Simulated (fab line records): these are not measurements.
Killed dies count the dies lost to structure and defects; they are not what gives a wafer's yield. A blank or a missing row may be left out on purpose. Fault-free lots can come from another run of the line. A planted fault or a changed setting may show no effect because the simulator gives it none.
Split-lot study -- flow rit_cmos -- on a route of 202 steps: 5 lots, 27 wafers read

ABOUT THE SPLIT
At RIT_ACTIVE_OXIDATION_01 (target thk 46.8 nm, ox time 3360 s), the setting ox_time_s was moved away from the recipe's 3360 s on 6 of the 27 wafers read, by +37.5%. All remaining wafers had this setting at the recipe value.

Between the split and the reading, the file records no step.

THE READING
ACTIVE_OXIDE_THK, in nm, at RIT_ACTIVE_THK_MEAS_02. On this fab line, fault-free wafers typically give 46.9 nm with a standard deviation of 0.74 nm.

wafer,"tool, chamber at the split","ox_time_s as run, s",against the recipe,"ACTIVE_OXIDE_THK, nm",against lot-mates on the recipe
L074.1,"-, -",3360,recipe,47.0,-
L074.2,"-, -",3360,recipe,47.8,-
L074.3,"-, -",3360,recipe,47.4,-
L074.4,"-, -",3360,recipe,47.8,-
L074.5,"-, -",3360,recipe,47.3,-
L074.6,"-, -",3360,recipe,47.5,-
L076.1,"-, -",3360,recipe,46.7,-
L076.2,"-, -",3360,recipe,46.7,-
L076.3,"-, -",3360,recipe,46.7,-
L076.4,"-, -",3360,recipe,47.0,-
L076.5,"-, -",3360,recipe,47.1,-
L076.6,"-, -",3360,recipe,47.1,-
L077.1,"-, -",3360,recipe,47.6,-
L077.2,"-, -",3360,recipe,47.6,-
L077.3,"-, -",3360,recipe,47.5,-
L077.4,"-, -",3360,recipe,47.0,-
L077.5,"-, -",3360,recipe,47.4,-
L077.6,"-, -",3360,recipe,48.0,-
L081.2,"furnace-02, 0",3360,recipe,45.7,-
L081.4,"furnace-02, 0",3360,recipe,46.2,-
L081.6,"furnace-02, 0",3360,recipe,46.4,-
L083.1,"-, -",4619,+37.5%,58.0,no lot-mate on the recipe
L083.2,"-, -",4619,+37.5%,57.5,no lot-mate on the recipe
L083.3,"-, -",4619,+37.5%,58.0,no lot-mate on the recipe
L083.4,"-, -",4619,+37.5%,57.2,no lot-mate on the recipe
L083.5,"-, -",4619,+37.5%,57.6,no lot-mate on the recipe
L083.6,"-, -",4619,+37.5%,57.4,no lot-mate on the recipe

FIT RESULTS
A straight line over all 27 wafers: ACTIVE_OXIDE_THK changes by +0.28 nm for each +1% of ox_time_s; r = +0.99; the points scatter about the line by 0.53 nm.
Too few moved wafers with a lot-mate on the recipe to fit a line net of each lot's own level.

THE WHOLE CHAIN: every reading that the file lists as answering this split, in the file's order
step,what it does,reading,change (the file's fit),r (the file's)
RIT_ACTIVE_OXIDATION_01,"target thk 46.8 nm, ox time 3360 s","SiO2_of_ACTIVE_OXIDATION_01.thk_nm (the simulator's own value, which no gauge read)",+0.279 nm for each +1% of the setting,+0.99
RIT_ACTIVE_THK_MEAS_02,,ACTIVE_OXIDE_THK,+0.279 for each +1% of the setting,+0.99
RIT_FOX2_WET_ETCH_03,"etches Si3N4 in H3PO4, target depth 195 nm, time 2700 s","SiO2_of_ACTIVE_OXIDATION_01.thk_nm (the simulator's own value, which no gauge read)",+0.25 nm for each +1% of the setting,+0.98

THE FILE'S OWN FIT
ACTIVE_OXIDE_THK changes by +0.279 nm for each +1% of ox_time_s, r = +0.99.
